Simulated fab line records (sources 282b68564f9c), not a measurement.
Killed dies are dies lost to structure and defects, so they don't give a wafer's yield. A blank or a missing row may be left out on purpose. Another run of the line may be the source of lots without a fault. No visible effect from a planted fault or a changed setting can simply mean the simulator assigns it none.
A sampling plan put to the test :: flow ritCmos :: one fab line, 31 faults that these records tell of, each judged on the records of the lots that it struck; 1 more is left out, because the records don't allow judging it
The line's own looks make up the plan; these are the steps of the route where a gauge or inspection reads the wafer and leaves it unchanged. A look can be judged if struck wafers have a number there and the file gives its usual mean and standard deviation on fault-free wafers. Caught: the struck wafers' mean, at a look after the fault's first step, is 4 or more of those standard deviations (sigma) away from the usual mean. On the tool: the identical test, applied to the tool's own readings at the steps of the fault. If the struck wafers alone have a blank record, or they carry another recipe, that too counts as caught.

== THE FAULTS, as the simulator had put them in ==
1. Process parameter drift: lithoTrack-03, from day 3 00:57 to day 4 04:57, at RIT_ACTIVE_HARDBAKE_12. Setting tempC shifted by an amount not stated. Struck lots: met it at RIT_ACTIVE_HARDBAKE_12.
2. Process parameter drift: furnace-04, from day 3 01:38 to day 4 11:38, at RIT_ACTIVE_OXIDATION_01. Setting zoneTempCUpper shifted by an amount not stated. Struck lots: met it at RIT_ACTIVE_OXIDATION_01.
3. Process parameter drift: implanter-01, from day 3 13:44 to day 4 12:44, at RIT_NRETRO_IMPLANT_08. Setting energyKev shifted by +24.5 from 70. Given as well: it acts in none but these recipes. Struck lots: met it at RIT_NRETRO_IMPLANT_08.
4. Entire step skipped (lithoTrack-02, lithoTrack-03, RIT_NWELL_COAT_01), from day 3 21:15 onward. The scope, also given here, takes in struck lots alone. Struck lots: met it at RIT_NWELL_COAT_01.
5. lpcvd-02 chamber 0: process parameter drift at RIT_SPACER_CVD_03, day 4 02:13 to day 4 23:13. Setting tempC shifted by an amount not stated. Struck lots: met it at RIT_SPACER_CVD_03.
6. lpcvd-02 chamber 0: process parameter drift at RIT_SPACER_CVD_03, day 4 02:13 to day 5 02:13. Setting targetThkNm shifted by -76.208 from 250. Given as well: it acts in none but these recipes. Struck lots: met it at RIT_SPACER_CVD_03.
7. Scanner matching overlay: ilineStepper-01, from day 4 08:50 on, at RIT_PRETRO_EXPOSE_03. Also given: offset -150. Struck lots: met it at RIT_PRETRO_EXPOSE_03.
8. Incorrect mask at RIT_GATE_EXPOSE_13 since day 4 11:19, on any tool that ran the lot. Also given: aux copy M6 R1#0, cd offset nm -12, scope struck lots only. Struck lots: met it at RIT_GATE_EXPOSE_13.
9. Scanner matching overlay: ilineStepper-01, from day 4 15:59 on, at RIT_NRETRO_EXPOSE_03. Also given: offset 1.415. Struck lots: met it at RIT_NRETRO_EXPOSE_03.
10. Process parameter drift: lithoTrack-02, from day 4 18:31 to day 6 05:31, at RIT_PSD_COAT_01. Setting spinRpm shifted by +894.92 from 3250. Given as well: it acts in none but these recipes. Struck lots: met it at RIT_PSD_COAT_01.
11. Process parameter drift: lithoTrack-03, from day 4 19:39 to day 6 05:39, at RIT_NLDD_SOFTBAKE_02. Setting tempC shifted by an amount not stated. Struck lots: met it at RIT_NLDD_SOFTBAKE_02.
12. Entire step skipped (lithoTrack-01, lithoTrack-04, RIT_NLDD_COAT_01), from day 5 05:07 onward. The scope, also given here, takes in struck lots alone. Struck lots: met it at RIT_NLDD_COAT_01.
13. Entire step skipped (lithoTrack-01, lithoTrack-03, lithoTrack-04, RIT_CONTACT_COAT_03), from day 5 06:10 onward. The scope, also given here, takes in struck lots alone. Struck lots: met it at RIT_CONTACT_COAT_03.
14. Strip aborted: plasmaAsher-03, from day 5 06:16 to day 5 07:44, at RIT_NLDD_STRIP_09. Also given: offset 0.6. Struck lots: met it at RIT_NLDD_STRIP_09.
15. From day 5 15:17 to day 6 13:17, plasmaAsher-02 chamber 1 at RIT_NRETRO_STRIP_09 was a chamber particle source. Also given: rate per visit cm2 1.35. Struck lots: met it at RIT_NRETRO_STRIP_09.
16. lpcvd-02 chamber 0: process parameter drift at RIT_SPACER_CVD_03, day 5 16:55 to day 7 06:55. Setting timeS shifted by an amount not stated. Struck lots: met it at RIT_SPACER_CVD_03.
17. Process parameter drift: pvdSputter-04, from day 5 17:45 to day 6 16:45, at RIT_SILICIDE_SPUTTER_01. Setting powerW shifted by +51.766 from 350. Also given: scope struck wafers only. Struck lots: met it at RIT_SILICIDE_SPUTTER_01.
18. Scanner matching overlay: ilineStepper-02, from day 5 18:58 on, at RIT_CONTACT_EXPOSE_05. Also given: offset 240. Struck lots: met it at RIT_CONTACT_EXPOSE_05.
19. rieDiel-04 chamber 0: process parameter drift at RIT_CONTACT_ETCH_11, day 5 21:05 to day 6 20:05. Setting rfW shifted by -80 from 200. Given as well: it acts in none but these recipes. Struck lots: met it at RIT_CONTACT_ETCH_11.
20. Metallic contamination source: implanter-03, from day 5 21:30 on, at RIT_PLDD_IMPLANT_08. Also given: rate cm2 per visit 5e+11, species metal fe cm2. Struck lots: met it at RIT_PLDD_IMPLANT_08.
21. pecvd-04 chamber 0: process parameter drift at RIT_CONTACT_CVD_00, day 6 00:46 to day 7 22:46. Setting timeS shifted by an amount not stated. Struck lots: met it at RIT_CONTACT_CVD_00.
22. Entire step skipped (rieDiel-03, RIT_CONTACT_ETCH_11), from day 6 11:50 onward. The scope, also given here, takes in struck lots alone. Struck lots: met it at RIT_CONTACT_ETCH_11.
23. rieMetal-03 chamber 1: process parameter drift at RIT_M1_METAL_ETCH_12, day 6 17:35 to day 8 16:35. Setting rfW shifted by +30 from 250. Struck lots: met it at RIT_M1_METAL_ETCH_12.
24. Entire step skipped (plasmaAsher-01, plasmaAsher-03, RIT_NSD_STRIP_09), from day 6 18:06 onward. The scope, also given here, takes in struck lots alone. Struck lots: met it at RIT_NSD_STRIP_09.
25. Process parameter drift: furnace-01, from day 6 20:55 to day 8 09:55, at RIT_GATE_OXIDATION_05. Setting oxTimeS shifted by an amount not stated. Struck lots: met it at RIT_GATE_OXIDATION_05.
26. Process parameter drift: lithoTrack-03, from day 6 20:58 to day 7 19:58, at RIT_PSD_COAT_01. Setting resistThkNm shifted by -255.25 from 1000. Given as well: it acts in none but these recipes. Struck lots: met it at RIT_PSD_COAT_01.
27. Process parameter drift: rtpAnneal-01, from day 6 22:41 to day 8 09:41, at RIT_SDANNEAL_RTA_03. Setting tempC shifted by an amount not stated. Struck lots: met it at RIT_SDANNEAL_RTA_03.
28. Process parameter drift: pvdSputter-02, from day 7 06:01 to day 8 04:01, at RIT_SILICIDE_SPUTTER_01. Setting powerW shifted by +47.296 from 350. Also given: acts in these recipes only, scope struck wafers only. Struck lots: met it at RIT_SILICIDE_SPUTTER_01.
29. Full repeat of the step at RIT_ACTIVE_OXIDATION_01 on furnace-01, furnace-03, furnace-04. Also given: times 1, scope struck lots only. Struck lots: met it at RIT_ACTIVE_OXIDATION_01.
30. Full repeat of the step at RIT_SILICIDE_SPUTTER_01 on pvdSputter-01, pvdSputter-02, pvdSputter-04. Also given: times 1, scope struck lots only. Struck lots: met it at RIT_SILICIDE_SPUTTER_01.
31. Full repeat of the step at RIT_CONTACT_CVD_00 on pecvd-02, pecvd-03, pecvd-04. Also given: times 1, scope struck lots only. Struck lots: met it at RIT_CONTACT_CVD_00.

== WHAT THE PLAN SAW ==
fault: 1
on the tool itself: heaterPowerTotalW +99 or beyond sigma
first look that catches it: no look after it can be judged
reading, sigma: -
median hours from its first step to that look: -
hours from the fault's start to the first struck lot there: -
judged looks passed uncaught: 0

fault: 2
on the tool itself: under 2 sigma
first look that catches it: RIT_ACTIVE_THK_MEAS_02
reading, sigma: ACTIVE_OXIDE_THK -4.9
median hours from its first step to that look: 1.9
hours from the fault's start to the first struck lot there: 14
judged looks passed uncaught: 0

fault: 3
on the tool itself: beamEnergyKeV +99 or beyond sigma
first look that catches it: RIT_NRETRO_TW_MEAS_10
reading, sigma: NRETRO_TW +18
median hours from its first step to that look: 0.3
hours from the fault's start to the first struck lot there: 7
judged looks passed uncaught: 0

fault: 4
on the tool itself: the tool's record is blank for the struck wafers
first look that catches it: RIT_PWELL_TW_MEAS_10
reading, sigma: PWELL_TW +99 or beyond
median hours from its first step to that look: 2.9
hours from the fault's start to the first struck lot there: 6
judged looks passed uncaught: 0

fault: 5
on the tool itself: susceptorTempC +46 sigma
first look that catches it: RIT_SPACER_THK_MEAS_04
reading, sigma: SPACER_NITRIDE_THK +24
median hours from its first step to that look: 1.9
hours from the fault's start to the first struck lot there: 1
judged looks passed uncaught: 0

fault: 6
on the tool itself: under 2 sigma
first look that catches it: RIT_SPACER_THK_MEAS_04
reading, sigma: SPACER_NITRIDE_THK -26
median hours from its first step to that look: 1.9
hours from the fault's start to the first struck lot there: 1
judged looks passed uncaught: 0

fault: 7
on the tool itself: no reading that can be judged
first look that catches it: RIT_PRETRO_OVL_MEAS_06
reading, sigma: PRETRO_OVL -93
median hours from its first step to that look: 0.4
hours from the fault's start to the first struck lot there: 3
judged looks passed uncaught: 0

fault: 8
on the tool itself: under 2 sigma
first look that catches it: RIT_GATE_CD_MEAS_16
reading, sigma: cdNm -5.5
median hours from its first step to that look: 0.4
hours from the fault's start to the first struck lot there: 2
judged looks passed uncaught: 0

fault: 9
on the tool itself: no reading that can be judged
first look that catches it: no look after it can be judged
reading, sigma: -
median hours from its first step to that look: -
hours from the fault's start to the first struck lot there: -
judged looks passed uncaught: 0

fault: 10
on the tool itself: spinSpeedRpm +99 or beyond sigma
first look that catches it: not the one look that can be judged after it
reading, sigma: -
median hours from its first step to that look: -
hours from the fault's start to the first struck lot there: -
judged looks passed uncaught: 1

fault: 11
on the tool itself: heaterPowerTotalW -39 sigma
first look that catches it: not the one look that can be judged after it
reading, sigma: -
median hours from its first step to that look: -
hours from the fault's start to the first struck lot there: -
judged looks passed uncaught: 1

fault: 12
on the tool itself: the tool's record is blank for the struck wafers
first look that catches it: RIT_PLDD_TW_MEAS_10
reading, sigma: PLDD_TW +60
median hours from its first step to that look: 2.9
hours from the fault's start to the first struck lot there: 4
judged looks passed uncaught: 1

fault: 13
on the tool itself: the tool's record is blank for the struck wafers
first look that catches it: no look after it can be judged
reading, sigma: -
median hours from its first step to that look: -
hours from the fault's start to the first struck lot there: -
judged looks passed uncaught: 0

fault: 14
on the tool itself: runLengthS -99 or beyond sigma
first look that catches it: RIT_PLDD_TW_MEAS_10
reading, sigma: PLDD_TW -99 or beyond
median hours from its first step to that look: 1.6
hours from the fault's start to the first struck lot there: 3
judged looks passed uncaught: 0

fault: 15
on the tool itself: under 2 sigma
first look that catches it: no look after it can be judged
reading, sigma: -
median hours from its first step to that look: -
hours from the fault's start to the first struck lot there: -
judged looks passed uncaught: 0

fault: 16
on the tool itself: no reading that can be judged
first look that catches it: RIT_SPACER_THK_MEAS_04
reading, sigma: SPACER_NITRIDE_THK -15
median hours from its first step to that look: 1.9
hours from the fault's start to the first struck lot there: 12
judged looks passed uncaught: 0

fault: 17
on the tool itself: cathodeDcPowerW +99 or beyond sigma
first look that catches it: RIT_SILICIDE_RS_MEAS_02
reading, sigma: SILICIDE_TI_RS -12
median hours from its first step to that look: 0.2
hours from the fault's start to the first struck lot there: 5
judged looks passed uncaught: 0

fault: 18
on the tool itself: under 2 sigma
first look that catches it: RIT_CONTACT_OVL_MEAS_09
reading, sigma: CONTACT_OVL +99 or beyond
median hours from its first step to that look: 0.6
hours from the fault's start to the first struck lot there: 5
judged looks passed uncaught: 0

fault: 19
on the tool itself: rfFwdPowerW -99 or beyond sigma
first look that catches it: no look after it can be judged
reading, sigma: -
median hours from its first step to that look: -
hours from the fault's start to the first struck lot there: -
judged looks passed uncaught: 0

fault: 20
on the tool itself: no reading that can be judged
first look that catches it: none of the 5 looks that can be judged after it
reading, sigma: -
median hours from its first step to that look: -
hours from the fault's start to the first struck lot there: -
judged looks passed uncaught: 5

fault: 21
on the tool itself: runLengthS -24 sigma
first look that catches it: RIT_CONTACT_THK_MEAS_01
reading, sigma: CONTACT_TEOS_THK -18
median hours from its first step to that look: 0.1
hours from the fault's start to the first struck lot there: 9
judged looks passed uncaught: 0

fault: 22
on the tool itself: the tool's record is blank for the struck wafers
first look that catches it: no look after it can be judged
reading, sigma: -
median hours from its first step to that look: -
hours from the fault's start to the first struck lot there: -
judged looks passed uncaught: 0

fault: 23
on the tool itself: rfFwdPowerW +40 sigma
first look that catches it: not the one look that can be judged after it
reading, sigma: strongest: cdNm at RIT_M1_CD_MEAS_90, -3.8
median hours from its first step to that look: -
hours from the fault's start to the first struck lot there: -
judged looks passed uncaught: 1

fault: 24
on the tool itself: the tool's record is blank for the struck wafers
first look that catches it: RIT_PSD_TW_MEAS_10
reading, sigma: PSD_TW -99 or beyond
median hours from its first step to that look: 1.7
hours from the fault's start to the first struck lot there: 5
judged looks passed uncaught: 0

fault: 25
on the tool itself: no reading that can be judged
first look that catches it: RIT_GATE_THK_MEAS_07
reading, sigma: GATE_OXIDE_THK +7.3
median hours from its first step to that look: 2.9
hours from the fault's start to the first struck lot there: 5
judged looks passed uncaught: 0

fault: 26
on the tool itself: no reading that can be judged
first look that catches it: not the one look that can be judged after it
reading, sigma: -
median hours from its first step to that look: -
hours from the fault's start to the first struck lot there: -
judged looks passed uncaught: 1

fault: 27
on the tool itself: wafer_temp_C_max -7.6 sigma
first look that catches it: RIT_SDANNEAL_RS_MEAS_04
reading, sigma: PSD_RS +21
median hours from its first step to that look: 0.1
hours from the fault's start to the first struck lot there: 6
judged looks passed uncaught: 0

fault: 28
on the tool itself: cathodeDcPowerW +99 or beyond sigma
first look that catches it: RIT_SILICIDE_RS_MEAS_02
reading, sigma: SILICIDE_TI_RS -11
median hours from its first step to that look: 0.2
hours from the fault's start to the first struck lot there: 6
judged looks passed uncaught: 0

fault: 29
on the tool itself: under 2 sigma
first look that catches it: RIT_ACTIVE_THK_MEAS_02
reading, sigma: ACTIVE_OXIDE_THK +38
median hours from its first step to that look: 5.5
hours from the fault's start to the first struck lot there: -
judged looks passed uncaught: 0

fault: 30
on the tool itself: under 2 sigma
first look that catches it: RIT_SILICIDE_RS_MEAS_02
reading, sigma: SILICIDE_TI_RS -43
median hours from its first step to that look: 0.5
hours from the fault's start to the first struck lot there: -
judged looks passed uncaught: 0

fault: 31
on the tool itself: under 2 sigma
first look that catches it: RIT_CONTACT_THK_MEAS_01
reading, sigma: CONTACT_TEOS_THK +78
median hours from its first step to that look: 0.3
hours from the fault's start to the first struck lot there: -
judged looks passed uncaught: 0
A dash: this means the fault isn't caught or the number doesn't appear in these records.

Caught at a look: 20 of 31. Caught on the tool: 17 of 31. By one or the other: 27 of 31.
On the tool alone, faults 1, 10, 11, 13, 19, 22, 23 were caught.
Caught at a look alone: faults 2, 6, 7, 8, 16, 18, 25, 29, 30, 31.
Caught by neither: faults 9, 15, 20, 26.

== THINNER SAMPLING ==
Were the look that catches a fault to measure just every second or every third lot (counted by lot number), the first struck lot would, at worst, be measured this late:
fault: 2
struck lots at that look, in order of time: L736, L738
every lot: 14 h
every second lot: may miss all 2
every third lot: may miss all 2

fault: 3
struck lots at that look, in order of time: L967, L968
every lot: 7 h
every second lot: 11 h
every third lot: may miss all 2

fault: 4
struck lots at that look, in order of time: L969, L970
every lot: 6 h
every second lot: 11 h
every third lot: may miss all 2

fault: 5
struck lots at that look, in order of time: L562, L566
every lot: 1 h
every second lot: may miss all 2
every third lot: may miss all 2

fault: 6
struck lots at that look, in order of time: L992, L996
every lot: 1 h
every second lot: may miss all 2
every third lot: may miss all 2

fault: 7
struck lots at that look, in order of time: L959, L961, L962, L963
every lot: 3 h
every second lot: 16 h
every third lot: 22 h

fault: 8
struck lots at that look, in order of time: L947
every lot: 2 h
every second lot: may miss it
every third lot: may miss it

fault: 12
struck lots at that look, in order of time: L552, L553, L554
every lot: 4 h
every second lot: 11 h
every third lot: 17 h

fault: 14
struck lots at that look, in order of time: L442
every lot: 3 h
every second lot: may miss it
every third lot: may miss it

fault: 16
struck lots at that look, in order of time: L957
every lot: 12 h
every second lot: may miss it
every third lot: may miss it

fault: 17
struck lots at that look, in order of time: L730, L732
every lot: 5 h
every second lot: may miss all 2
every third lot: may miss all 2

fault: 18
struck lots at that look, in order of time: L443, L444, L447
every lot: 5 h
every second lot: 11 h
every third lot: may miss all 3

fault: 21
struck lots at that look, in order of time: L216, L219
every lot: 9 h
every second lot: 24 h
every third lot: may miss all 2

fault: 24
struck lots at that look, in order of time: L334, L335
every lot: 5 h
every second lot: 10 h
every third lot: may miss all 2

fault: 25
struck lots at that look, in order of time: L136, L137
every lot: 5 h
every second lot: 14 h
every third lot: may miss all 2

fault: 27
struck lots at that look, in order of time: L851, L853
every lot: 6 h
every second lot: may miss all 2
every third lot: may miss all 2

fault: 28
struck lots at that look, in order of time: L764, L766
every lot: 6 h
every second lot: may miss all 2
every third lot: may miss all 2
Hours: fault start to first struck lot measured. 4 sigma limit: tested on the pooled struck wafers, so a lone lot may be under it. Other struck lots may not be in these records.

== THE LONGEST TIMED WAY FROM STEP TO LOOK ==
Fault 29: median gap of 5.5 hours between RIT_ACTIVE_OXIDATION_01 and RIT_ACTIVE_THK_MEAS_02. No look between them can be judged.
